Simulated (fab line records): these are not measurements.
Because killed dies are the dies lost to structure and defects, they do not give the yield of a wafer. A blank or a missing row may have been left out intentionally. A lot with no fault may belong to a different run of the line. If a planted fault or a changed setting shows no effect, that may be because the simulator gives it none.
fab line records + flow rit_cmos
record:
- lots: 14
- wafers: 42
- last_day: 7
route steps=202 shown PSD@147 M1@202
lots that met no fault: from a run of the same line without faults
start_h: hours from the record's first day to the start of the lot's first wafer shown + wait_h: hours since the lot's step before + " same as the row above + L1.1+2: a row that stands for several wafers + - no value present, or no start provided + * or withheld: withheld + < > ~ a bound
route shown NAME@n: names a module that has steps shown in the file, with the first one's number in the route + usual: mean/standard deviation taken from wafers without a fault + same: alike in all rows + chamber/n: place in a boat + sites: readings site by site + _std_site: the standard deviation of these + _edge_site: mean of outer sites minus mean of inner sites + radius_mm: for every site, how far away it sits from the centre of the wafer + mask NAME#n: copy n + behind: the tool/chamber that last shaped the wafer + hold: cause of the lot's hold/its duration in hours/its outcome + device: the transistor (n, p or np) that didn't switch + end of line: the route-end tests of the same wafers + where a step has no rows: the recipe by itself + killed: at the first sort, the dies lost to defects and structure; wafer yield is something else + map: per-die view of a wafer (x killed, . not killed, _ where there is no die)
set.NAME: the run value of the setting; set.NAME@STEP: its run value at that earlier step + model.NAME: the simulator's own value behind a step, which no gauge read
steps of the route over a sample of lots; a table a step, a row a wafer
== steps ==
step: RIT_PSD_DEVELOP_05
recipe:
- resist: NOVOLAK
- develop_time_s: 50
- dev_temp_c: 23
usual:
- chill_plate_temp_C: 22.98/0.11
- developer_temp_C: 22.98/0.11
- resist_line_temp_C: 22.99/0.11
same:
- develop_time_s: 50
| lot.wafer | tool           | chamber | start_h | wait_h | chill_plate_temp_C | developer_temp_C | resist_line_temp_C |
|-----------|----------------|---------|---------|--------|--------------------|------------------|--------------------|
| L383.2    | litho_track-03 | 0       | 52      | -      | 23.08              | 22.97            | 22.92              |
| L383.5    | "              | 0       | "       | "      | 23.04              | 23.26            | 22.79              |
| L383.6    | "              | 0       | "       | "      | 23.09              | 23.12            | 22.91              |
| L384.2    | litho_track-03 | 0       | 58      | -      | 23.14              | 22.90            | 23.04              |
| L384.3    | "              | 0       | "       | "      | 23.10              | 22.88            | 23.20              |
| L384.5    | "              | 0       | "       | "      | 23.02              | 23.16            | 23.05              |
| L385.2    | litho_track-04 | 0       | 61      | -      | 22.98              | 23.05            | 22.90              |
| L385.3    | "              | 0       | "       | "      | 23.02              | 22.99            | 23.11              |
| L385.6    | "              | 0       | "       | "      | 23.09              | 22.90            | 22.93              |
| L387.1    | litho_track-04 | 0       | 71      | -      | 23.09              | 23.00            | 22.90              |
| L387.3    | "              | 0       | 72      | -      | 23.02              | 23.01            | 22.90              |
| L387.6    | "              | 0       | "       | "      | 22.96              | 23.03            | 23.06              |
| L389.1    | litho_track-02 | 0       | 78      | -      | 23.19              | 23.09            | 22.89              |
| L389.3    | "              | 0       | "       | "      | 22.98              | 23.00            | 22.89              |
| L389.5    | "              | 0       | "       | "      | 23.03              | 23.00            | 22.83              |
| L390.1    | litho_track-02 | 0       | 87      | -      | 22.93              | 23.11            | 22.95              |
| L390.2    | "              | 0       | "       | "      | 22.95              | 22.92            | 22.77              |
| L390.6    | "              | 0       | "       | "      | 22.78              | 22.82            | 22.81              |
| L393.2    | litho_track-04 | 0       | 103     | -      | 23.12              | 22.84            | 23.20              |
| L393.4    | "              | 0       | "       | "      | 23.12              | 22.93            | 23.01              |
| L393.5    | "              | 0       | "       | "      | 22.89              | 22.74            | 23.11              |
| L398.1    | litho_track-02 | 0       | 122     | -      | 22.92              | 23.00            | 23.12              |
| L398.5    | "              | 0       | "       | "      | 22.93              | 22.74            | 22.96              |
| L398.6    | "              | 0       | "       | "      | 22.81              | 22.96            | 23.09              |
| L399.2    | litho_track-04 | 0       | 129     | -      | 23.06              | 22.13            | 22.93              |
| L399.3    | "              | 0       | "       | "      | 22.99              | 22.10            | 22.95              |
| L399.6    | "              | 0       | "       | "      | 23.04              | 22.07            | 22.82              |
| L400.1    | litho_track-04 | 0       | 133     | -      | 23.05              | 21.95            | 23.09              |
| L400.2    | "              | 0       | "       | "      | 22.95              | 22.03            | 23.03              |
| L400.6    | "              | 0       | "       | "      | 23.06              | 22.06            | 23.05              |
| L403.3    | litho_track-02 | 0       | 148     | -      | 22.86              | 23.11            | 22.97              |
| L403.5    | "              | 0       | "       | "      | 22.97              | 23.08            | 22.93              |
| L403.6    | "              | 0       | "       | "      | 22.84              | 23.02            | 22.85              |
| L404.3    | litho_track-03 | 0       | 155     | -      | 23.17              | 23.00            | 22.91              |
| L404.5    | "              | 0       | "       | "      | 23.15              | 22.84            | 22.91              |
| L404.6    | "              | 0       | "       | "      | 23.17              | 23.13            | 23.02              |
| L405.1    | litho_track-03 | 0       | 160     | -      | 23.14              | 22.86            | 22.99              |
| L405.3    | "              | 0       | "       | "      | 23.10              | 22.97            | 22.85              |
| L405.4    | "              | 0       | "       | "      | 23.11              | 22.87            | 22.87              |
| L406.3    | litho_track-03 | 0       | 168     | -      | 22.90              | 22.94            | 22.99              |
| L406.4    | "              | 0       | "       | "      | 22.82              | 22.91            | 23.07              |
| L406.6    | "              | 0       | "       | "      | 22.91              | 22.95            | 23.12              |
step: RIT_M1_PROBE_99
usual:
- killed_at_contacts: 0.1/0.32
- killed_at_front_end: 6.7/2.9
- killed_dies: 6.8/2.9
- killed_open: 3.3/1.7
- killed_short: 3.4/2.1
same:
- gross_dies: 264
- killed_at_M0_to_M3: 0
- killed_at_M4_up: 0
- killed_at_back_side: 0
- killed_at_other: 0
| lot.wafer | tool      | chamber | start_h | wait_h | killed_at_contacts | killed_at_front_end | killed_dies | killed_open | killed_short |
|-----------|-----------|---------|---------|--------|--------------------|---------------------|-------------|-------------|--------------|
| L403.3    | prober-02 | -       | 157.08  | 0.2    | 0                  | 6                   | 6           | 2           | 4            |
| L403.5    | prober-02 | -       | 157.18  | 0.2    | 1                  | 10                  | 11          | 3           | 8            |
| L403.6    | prober-02 | -       | 157.23  | 0.2    | 0                  | 7                   | 7           | 4           | 3            |
| L404.3    | prober-01 | -       | 165.17  | 0.2    | 1                  | 7                   | 8           | 2           | 6            |
| L404.5    | prober-01 | -       | 165.27  | 0.2    | 0                  | 7                   | 7           | 2           | 5            |
| L404.6    | prober-01 | -       | 165.32  | 0.2    | 0                  | 4                   | 4           | 2           | 2            |
| L405.1    | prober-02 | -       | 169.43  | 0.1    | 0                  | 3                   | 3           | 1           | 2            |
| L405.3    | prober-02 | -       | 169.53  | 0.2    | 0                  | 4                   | 4           | 3           | 1            |
| L405.4    | prober-02 | -       | 169.58  | 0.2    | 0                  | 7                   | 7           | 5           | 2            |
killed by level:class
L403.3 REOX:geometric_particle:short=2 FOX2:geometric_particle:short=1 GATE:geometric_particle:open=1 GATE:geometric_particle:short=1 SPACER:geometric_particle:open=1
L403.5 GATE:geometric_particle:short=4 SPACER:geometric_particle:open=2 FOX1:geometric_particle:short=1 SPACER:geometric_particle:short=1 SILICIDE:geometric_particle:short=1 SILICIDE:geometric_particle:open=1 CONTACT:geometric_particle:short=1
L403.6 GATE:geometric_particle:open=2 FOX1:geometric_particle:open=1 FOX1:geometric_particle:short=1 REOX:geometric_particle:short=1 SILICIDE:geometric_particle:open=1 SILICIDE:geometric_particle:short=1
L404.3 GATE:geometric_particle:short=3 FOX1:geometric_particle:short=2 GATE:geometric_particle:open=1 REOX:geometric_particle:open=1 CONTACT:geometric_particle:short=1
L404.5 GATE:geometric_particle:short=2 REOX:geometric_particle:short=2 FOX2:geometric_particle:short=1 GATE:geometric_particle:open=1 SPACER:geometric_particle:open=1
L404.6 GATE:geometric_particle:short=2 FOX2:geometric_particle:open=1 GATE:geometric_particle:open=1
L405.1 FOX1:geometric_particle:short=1 GATE:geometric_particle:short=1 GATE:geometric_particle:open=1
L405.3 REOX:geometric_particle:open=2 FOX1:geometric_particle:open=1 SILICIDE:geometric_particle:short=1
L405.4 FOX1:geometric_particle:open=1 SPACER:geometric_particle:open=1 FOX2:geometric_particle:open=1 GATE:geometric_particle:open=1 GATE:geometric_particle:short=1 REOX:geometric_particle:open=1 SILICIDE:geometric_particle:short=1
== key ==
first_sign:
- step: RIT_PSD_DEVELOP_05
- reading: developer_temp_C
- direction: down
- sigmas: 8.6
- usual: *
- struck: *
effect none on later readings
met_at RIT_PSD_DEVELOP_05
struck_lots L399,L400
tester_left_out L399,L400
onset_between 103 129
fault:
- kind: process_parameter_drift
- tool: litho_track-04
- chamber: -
- onset_h: 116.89
- steps: RIT_PSD_DEVELOP_05
- channel: dev_temp_c
- offset: *
- shape: step
- end_h: 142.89
- acts_in: *
- stated: *
tester_left_out: of these lots the tester's yield and bins aren't shown, on N5 and GAA mostly nor the transistor test; their killed dies are dies lost to structure and defects alone, not to doping, threshold or leakage, so they don't give the yield
